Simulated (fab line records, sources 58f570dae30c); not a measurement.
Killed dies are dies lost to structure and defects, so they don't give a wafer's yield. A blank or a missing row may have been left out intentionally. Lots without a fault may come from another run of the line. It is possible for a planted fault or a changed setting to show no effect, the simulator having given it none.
2 desks, one fault    flow berkeley_cmos170    each desk has only its own numbers; what lay behind them comes last

== FROM THE METROLOGY DESK ==
What the gauges read, lot by lot, whatever tool the lot ran on: means of the sampled wafers that have a number. Marked OUT: a lot whose mean sits more than 4 standard deviations from the usual mean, which makes it out of limits; the brackets give that distance.
Columns: A = PFIELD_TW at UCB170_PFIELD_TW_MEAS_09, usual 598
lot   first seen here  A
L934  day 4 13:39      603
L935  day 4 16:49      594
L936  day 4 20:05      597
L937  day 5 03:39      597
L939  day 5 18:47      599
L942  day 6 13:47      601
L944  day 6 18:08      595
L948  day 7 06:35      602
L951  day 8 01:50      597
L952  day 8 02:14      493 (-35) OUT
L953  day 8 12:02      493 (-35) OUT
L956  day 8 18:40      597
L955  day 8 19:07      597
L957  day 8 19:13      597
Per this desk, out of limits: L952, L953; the first was L952, day 8 02:14 (PFIELD_TW at UCB170_PFIELD_TW_MEAS_09). L934, L935, L936, L937, L939, L942, L944, L948, L951, L956, L955, L957: within limits.

== TOOL OWNER'S DESK, implanter-03 ==
UCB170_PFIELD_IMPLANT_07, tool's own readings: per-lot mean of the sampled wafers with a number, covering each lot this tool ran. Marked OUT: a lot whose mean sits more than 4 standard deviations from the usual mean, which makes it out of limits; the brackets give that distance.
Columns: A = beam_energy_keV at UCB170_PFIELD_IMPLANT_07, usual 79.998; B = beam_on_s at UCB170_PFIELD_IMPLANT_07, usual 10.01 s; C = dose_ions_cm2 at UCB170_PFIELD_IMPLANT_07, usual 2e+13; D = faraday_current_uA at UCB170_PFIELD_IMPLANT_07, usual 63.3
lot   first seen here  A       B      C                        D
L935  day 4 16:34      80.008  10.02  2e+13                    63.5
L937  day 5 03:25      79.999  9.96   2e+13                    63.9
L952  day 8 02:01      80.025  10.11  1e+13 (-99 or more) OUT  33.4 (-25) OUT
L953  day 8 11:48      80.008  10.10  1e+13 (-99 or more) OUT  33.7 (-25) OUT
This desk finds L952, L953 out of limits, L952 being first, at day 8 02:01 (dose_ions_cm2 at UCB170_PFIELD_IMPLANT_07). L935, L937: within limits.

== PUT TOGETHER ==
The tool owner's desk could have raised an alarm at day 8 02:01, on L952, L953.
An alarm was possible from the metrology desk at day 8 02:14, on L952, L953.
Every lot named ran UCB170_PFIELD_IMPLANT_07 on implanter-03.

== WHAT THE SIMULATOR HAD PUT IN ==
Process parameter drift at UCB170_PFIELD_IMPLANT_07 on implanter-03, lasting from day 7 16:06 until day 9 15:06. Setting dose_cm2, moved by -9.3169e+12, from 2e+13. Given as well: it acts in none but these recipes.
Struck lots among those shown: L952, L953.
Counting hours from when the fault started, the first reading out of limits came at 10 for the tool owner's desk and at 10 for the metrology desk.
